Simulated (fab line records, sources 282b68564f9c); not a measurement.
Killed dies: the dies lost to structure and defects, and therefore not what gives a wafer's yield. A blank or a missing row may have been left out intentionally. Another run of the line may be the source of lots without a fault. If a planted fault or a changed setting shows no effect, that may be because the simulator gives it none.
Comparing a struck lot with a sound one | flow ritCmos | 14 steps out of a route of 202
Sound: the wafers L688.1, L688.5, L688.6. The struck wafers were L697.1, L697.2, L697.6. The cause is named last.
For every step that has rows: the tool of each side, followed by ch and its chambers, followed by its first start. Under that, the readings that differ: sound wafers | struck wafers | difference of the means | sigmas: that difference in standard deviations of wafers without a fault.
alike: readings with means less than 2 such deviations apart, plus words and numbers identical on both sides. not compared: withheld readings, readings lacking a value on some wafer, bounds such as >300 that could conceal the same value, and numbers that have no deviation in the record and whose values overlap.
Wherever a step has rows on one side only, a row that says differs or no value, or a row with sigmas, the two part there. Non-overlapping numbers with no deviation appear without sigmas and do not part them. A reading missing from all wafers of one side parts the sides only when that side holds two or more wafers.

first, 1 step without rows for these wafers: RIT_PWELL_DEVELOP_05 (develop time 68 s).
RIT_PWELL_OVL_MEAS_06:
  sound: overlay-01 at day 3 02:08; struck: overlay-01 at day 4 21:15
reading        | sound          | struck      | difference | sigmas
PWELL_OVL (nm) | -0.9 -2.2 -2.4 | 3.3 2.2 3.2 | +4.7       | +3
then, 2 steps without rows for these wafers: RIT_PWELL_HARDBAKE_07 (time 120 s); RIT_PWELL_IMPLANT_08.
RIT_PWELL_STRIP_09: strips in O2, time 180 s.
  sound on plasmaAsher-02 ch 0,1, day 3 02:34; struck on plasmaAsher-03 ch 0,1, day 4 21:41
  alike: drypumpMotorCurrentA
  not compared: rfHoursCounterH
RIT_PWELL_TW_MEAS_10:
  sound: filmMetro-04 at day 3 02:44; struck: filmMetro-02 at day 4 21:52
  alike: PWELL_TW
then, 1 step without rows for these wafers: RIT_WELLDRIVE_ANNEAL_00 (time 14700 s).
RIT_WELLDRIVE_RS_MEAS_01: measures by four-point-probe.
  sound: filmMetro-01 at day 3 09:08; struck: filmMetro-02 at day 5 04:08
  alike: NWELL_RS
RIT_WELLDRIVE_RS_MEAS_02: measures by four-point-probe.
  sound: filmMetro-01 at day 3 09:16; struck: filmMetro-02 at day 5 04:15
reading           | sound             | struck            | difference | sigmas
PWELL_RS (ohm/sq) | 431.1 429.6 430.5 | 427.8 426.7 426.7 | -3.3       | -2
then, 3 steps without rows for these wafers: RIT_NRETRO_HMDS_00 (prime time 60 s); RIT_NRETRO_COAT_01 (resist thk 1300 nm); RIT_NRETRO_SOFTBAKE_02 (time 60 s).
RIT_NRETRO_EXPOSE_03: exposes mask M4, target cd 43900 nm.
  struck on ilineStepper-01, day 5 04:49; sound on ilineStepper-01 ch 0, day 3 09:57
  no value came back on the struck wafers for exposureDoseMJCm2, focusOffsetNm (nm); on the sound wafers exposureDoseMJCm2 reads 250.22 250.17 250.17
  alike: mask
after that, 1 step had no rows for these wafers: RIT_NRETRO_PEB_04.

== WHERE THEY PART ==
First at RIT_PWELL_OVL_MEAS_06; last, within this record, at RIT_NRETRO_EXPOSE_03.

WHY: the cause the simulator had injected
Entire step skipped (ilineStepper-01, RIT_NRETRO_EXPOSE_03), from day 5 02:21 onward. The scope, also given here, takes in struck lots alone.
